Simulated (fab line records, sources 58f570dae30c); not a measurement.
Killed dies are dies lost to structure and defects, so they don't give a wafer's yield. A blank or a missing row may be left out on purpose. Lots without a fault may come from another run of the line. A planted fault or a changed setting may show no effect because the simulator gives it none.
A struck lot beside a sound one | flow berkeley_cmos170 | 14 steps out of a route of 331
Sound: wafers L113.1, L113.5, L113.6. Struck: wafers L122.1, L122.3, L122.6. The cause comes at the end.
At each step with rows: each side's tool, then ch and its chambers, then its first start. Under that, the readings that differ: sound wafers | struck wafers | difference of the means | sigmas: that difference in standard deviations of wafers without a fault.
alike: readings whose means differ by less than 2 such deviations, and words and numbers that are the same on both sides. not compared: withheld readings, readings that some wafer has no value for, bounds like >300 that may hide the same value, and numbers for which the record gives no deviation and whose values overlap.
The two part at a step that has a row with sigmas, a row that says differs or no value, or rows on one side only. Numbers that don't overlap but have no deviation are shown without sigmas and don't part them. A reading that every wafer of one side lacks parts them only if that side has two wafers or more.

UCB170_NLDD_STRIP_10: strips in O2.
  sound on plasma_asher-01 ch 0,1, day 7 08:56; struck on plasma_asher-04 ch 1, day 9 01:21
  reading                     | sound          | struck         | difference | sigmas
  drypump_motor_current_A (A) | 6.24 6.24 6.00 | 5.65 5.63 5.63 | -0.52      | -2
  alike: oes_product_au, strip_time_to_endpoint_s
  not compared: rf_hours_counter_h
UCB170_NLDD_TW_MEAS_11:
  sound on film_metro-04, day 7 09:02; struck on film_metro-01, day 9 01:27
  alike: NLDD_TW
then, 1 step without rows for these wafers: UCB170_NLDD_CLEAN_12 (cleans in SPM, time 600 s).
UCB170_SPACER_CVD_00: deposits SiO2 from TEOS/O2, target thk 376 nm, time 47 s.
  sound on pecvd-01 ch 0,1, day 7 09:28; struck on pecvd-04 ch 0,1,2, day 9 01:41
  alike: heater_power_w
UCB170_SPACER_THK_MEAS_01:
  sound on film_metro-02, day 7 09:31; struck on film_metro-04, day 9 01:44
  alike: SPACER_TEOS_THK
then, 1 step without rows for these wafers: UCB170_SPACER_ANNEAL_02 (time 1800 s).
UCB170_SPACER_ETCHBACK_03: etches SiO2 in CHF3/CF4/Ar, stops on Si, target depth 376 nm, time 100 s.
  sound on rie_diel-01 ch 0,3, day 7 11:39; struck on rie_diel-03 ch 0,1,3, day 9 04:47
  alike: CHF3_flow_sccm, drypump_motor_current_A, oes_product_au, throttle_valve_pct
  not compared: rf_hours_counter_h
then, 5 steps without rows for these wafers: UCB170_PSD_HMDS_00 (prime time 60 s); UCB170_PSD_COAT_01 (resist thk 900 nm); UCB170_PSD_SOFTBAKE_02 (time 60 s); UCB170_PSD_EXPOSE_03 (exposes mask PSELECT MOD, target cd 1200 nm); UCB170_PSD_PEB_04.
UCB170_PSD_DEVELOP_05: develop time 45 s.
  sound on litho_track-02 ch 0, day 7 13:00; struck on litho_track-03, day 9 05:00
  no value came back on the struck wafers for chill_plate_temp_C (C), develop_time_s (s); on the sound wafers chill_plate_temp_C (C) reads 23.09 22.78 22.83
  reading                              | sound             | struck          | difference | sigmas
  model.KrF_of_PSD_COAT_01.thk_nm (nm) | 884.8 887.1 887.1 | 900.4 901.6 901 | +14.7      |
UCB170_PSD_CD_MEAS_06: target cd 1200 nm.
  sound on cd_sem-02, day 7 13:23; struck on cd_sem-02, day 9 05:49
  reading    | sound                | struck | difference                    | sigmas
  cd_nm (nm) | 1198.4 1199.2 1199.8 | - - -  | no value on the struck wafers |

WHERE THEY PART
First at UCB170_NLDD_STRIP_10; last, within this record, at UCB170_PSD_CD_MEAS_06.

WHY: what the simulator had put in
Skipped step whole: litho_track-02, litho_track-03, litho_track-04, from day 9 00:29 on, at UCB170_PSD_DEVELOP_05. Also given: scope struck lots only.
